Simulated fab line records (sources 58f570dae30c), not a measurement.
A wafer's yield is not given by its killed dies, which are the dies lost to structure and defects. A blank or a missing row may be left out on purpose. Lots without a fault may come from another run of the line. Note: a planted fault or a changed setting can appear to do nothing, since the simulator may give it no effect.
One fault through the eyes of 2 desks | flow berkeley-cmos170 | each desk has only its own numbers; what lay behind them comes last

TOOL OWNER'S DESK, rie-metal-01
The tool's own readings at UCB170_M3_METAL_ETCH_18 (etches Al in Cl2/BCl3, stops on SiO2, target depth 1170 nm, time 195 s): means of the sampled wafers that have a number, for each lot that ran on this tool. A lot is out of limits, marked OUT, if its mean lies more than 4 standard deviations from the usual mean; the brackets give that distance.
Columns: A = drypump-motor-current-A at UCB170_M3_METAL_ETCH_18, usual 5.48 A; B = he-backside-leak-sccm at UCB170_M3_METAL_ETCH_18, usual 3.22 sccm; C = oes-product-au at UCB170_M3_METAL_ETCH_18, usual 0.869 a.u.; D = throttle-valve-pct at UCB170_M3_METAL_ETCH_18, usual 24.33 %
lot  | first seen here | A    | B    | C     | D
L847 | day 8 05:14     | 5.40 | 3.16 | 0.887 | 24.21
L859 | day 11 04:34    | 5.40 | 3.10 | 0.867 | 24.22
L860 | day 11 10:32    | 5.30 | 3.19 | 0.865 | 24.11
L863 | day 11 15:23    | 5.40 | 3.12 | 0.869 | 24.21
This desk's verdict: no lot among the 4 shows anything out of limits.

AT THE METROLOGY DESK
Lot by lot, what the gauges showed, no matter which tool ran the lot: averages of those sampled wafers that carry a number. A lot is out of limits, marked OUT, if its mean lies more than 4 standard deviations from the usual mean; the brackets give that distance.
Columns: A = cd-nm at UCB170_M3_CD_MEAS_15, usual 700.2 nm; B = M3_OVL at UCB170_M3_OVL_MEAS_16, usual -1 nm
lot  | first seen here | A     | B
L847 | day 8 05:02     | 700.3 | -1
L849 | day 9 01:39     | 698.4 | -6
L859 | day 11 04:22    | 701.5 | 0
L861 | day 11 04:39    | 700.0 | -1
L860 | day 11 10:19    | 702.3 | 1
L863 | day 11 15:11    | 700.4 | -3
L867 | day 12 05:10    | 701.5 | -3
This desk's verdict: no lot among the 7 shows anything out of limits.

TAKEN TOGETHER
The tool owner's desk saw nothing out of limits.
Nothing out of limits was seen by the metrology desk.

WHAT WAS PUT IN BY THE SIMULATOR
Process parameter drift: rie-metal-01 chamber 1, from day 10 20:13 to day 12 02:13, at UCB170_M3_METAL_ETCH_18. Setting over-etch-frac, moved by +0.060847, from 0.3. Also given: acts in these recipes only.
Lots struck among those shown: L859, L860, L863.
